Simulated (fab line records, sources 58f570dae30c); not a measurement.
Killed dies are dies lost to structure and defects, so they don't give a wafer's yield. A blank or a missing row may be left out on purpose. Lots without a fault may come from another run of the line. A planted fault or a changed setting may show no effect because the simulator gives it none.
A struck lot beside a sound one | flow berkeley_cmos170 | 33 steps out of a route of 331
Sound: wafers L464.3, L464.4, L464.5. Struck: wafers L467.2, L467.3, L467.4. The cause comes at the end.
At each step with rows: each side's tool, then ch and its chambers, then its first start. Under that, the readings that differ: sound wafers | struck wafers | difference of the means | sigmas: that difference in standard deviations of wafers without a fault.
alike: readings whose means differ by less than 2 such deviations, and words and numbers that are the same on both sides. not compared: withheld readings, readings that some wafer has no value for, bounds like >300 that may hide the same value, and numbers for which the record gives no deviation and whose values overlap.
The two part at a step that has a row with sigmas, a row that says differs or no value, or rows on one side only. Numbers that don't overlap but have no deviation are shown without sigmas and don't part them. A reading that every wafer of one side lacks parts them only if that side has two wafers or more.

first, 3 steps without rows for these wafers: UCB170_FIELD_WET_ETCH_04 (etches SiO2 in dHF, time 60 s); UCB170_FIELD_WET_ETCH_05 (etches Si3N4 in H3PO4, time 12600 s); UCB170_FIELD_WET_ETCH_06 (etches SiO2 in BOE, time 22 s).
UCB170_FIELD_THK_MEAS_90:
  sound on film_metro-04, day 5 13:18; struck on film_metro-01, day 6 08:23
  alike: FIELD_OXIDE_LEFT_1_THK
then, 2 steps without rows for these wafers: UCB170_SACOX_CLEAN_00 (cleans in dHF, time 7.5 s); UCB170_SACOX_OXIDATION_01 (target thk 14.4 nm, ox time 2400 s).
UCB170_SACOX_THK_MEAS_02:
  sound on film_metro-04, day 5 16:31; struck on film_metro-02, day 6 16:13
  alike: SACOX_OXIDE_THK
then, 2 steps without rows for these wafers: UCB170_SCREENOX_WET_ETCH_00 (etches SiO2 in dHF, time 200 s); UCB170_SCREENOX_OXIDATION_01 (target thk 14.4 nm, ox time 2400 s).
UCB170_SCREENOX_THK_MEAS_02:
  sound on film_metro-03, day 5 20:37; struck on film_metro-02, day 6 20:16
  alike: SCREENOX_OXIDE_THK
then, 2 steps without rows for these wafers: UCB170_SCREENOX_ANNEAL_03 (time 900 s); UCB170_NVT_HMDS_00 (prime time 60 s).
UCB170_NVT_COAT_01: resist thk 900 nm.
  sound on litho_track-03 ch 0, day 6 01:39; struck on litho_track-01, day 6 23:50
  no value came back on the struck wafers for chill_plate_temp_C (C), dispense_pressure_kPa (kPa); on the sound wafers chill_plate_temp_C (C) reads 23.20 23.17 23.00
then, 4 steps without rows for these wafers: UCB170_NVT_SOFTBAKE_02 (time 60 s); UCB170_NVT_EXPOSE_03 (exposes mask PWELL, target cd 3000 nm); UCB170_NVT_PEB_04; UCB170_NVT_DEVELOP_05 (develop time 45 s).
UCB170_NVT_OVL_MEAS_06:
  sound on overlay-01, day 6 02:26; struck on overlay-01, day 7 01:34
  reading      | sound  | struck | difference                    | sigmas
  NVT_OVL (nm) | 1 8 -1 | - - -  | no value on the struck wafers |
then, 1 step without rows for these wafers: UCB170_NVT_IMPLANT_07.
UCB170_NVT_STRIP_08: strips in O2.
  sound on plasma_asher-02 ch 0,1, day 6 02:39; struck on plasma_asher-03 ch 0,1, day 7 01:44
  no value came back on the struck wafers for oes_product_au (a.u.), strip_time_to_endpoint_s (s); on the sound wafers oes_product_au (a.u.) reads 0.737 0.727 0.738
  alike: drypump_motor_current_A
  not compared: rf_hours_counter_h
UCB170_NVT_TW_MEAS_09:
  sound on film_metro-03, day 6 02:44; struck on film_metro-04, day 7 01:51
  alike: NVT_TW
then, 7 steps without rows for these wafers: UCB170_NVT_CLEAN_10 (cleans in SPM, time 600 s); UCB170_PVT_HMDS_00 (prime time 60 s); UCB170_PVT_COAT_01 (resist thk 900 nm); UCB170_PVT_SOFTBAKE_02 (time 60 s); UCB170_PVT_EXPOSE_03 (exposes mask NWELL, target cd 3000 nm); UCB170_PVT_PEB_04; UCB170_PVT_DEVELOP_05 (develop time 45 s).
UCB170_PVT_OVL_MEAS_06:
  sound on overlay-02, day 6 04:24; struck on overlay-01, day 7 04:43
  alike: PVT_OVL
then, 1 step without rows for these wafers: UCB170_PVT_IMPLANT_07.
UCB170_PVT_STRIP_08: strips in O2.
  sound on plasma_asher-04 ch 0,1, day 6 04:37; struck on plasma_asher-02 ch 0,1, day 7 04:53
  reading                      | sound             | struck            | difference | sigmas
  strip_time_to_endpoint_s (s) | 21.71 21.64 21.68 | 21.85 21.74 21.84 | +0.13      | +2
  alike: drypump_motor_current_A, oes_product_au
  not compared: rf_hours_counter_h
UCB170_PVT_TW_MEAS_09:
  sound on film_metro-03, day 6 04:42; struck on film_metro-03, day 7 05:00
  reading | sound       | struck      | difference | sigmas
  PVT_TW  | 509 515 513 | 650 647 652 | +137       | +37
then, 1 step without rows for these wafers: UCB170_GATE_WET_ETCH_00 (etches SiO2 in dHF, time 200 s).

WHERE THEY PART
First at UCB170_NVT_COAT_01; last, within this record, at UCB170_PVT_TW_MEAS_09.

WHY: what the simulator had put in
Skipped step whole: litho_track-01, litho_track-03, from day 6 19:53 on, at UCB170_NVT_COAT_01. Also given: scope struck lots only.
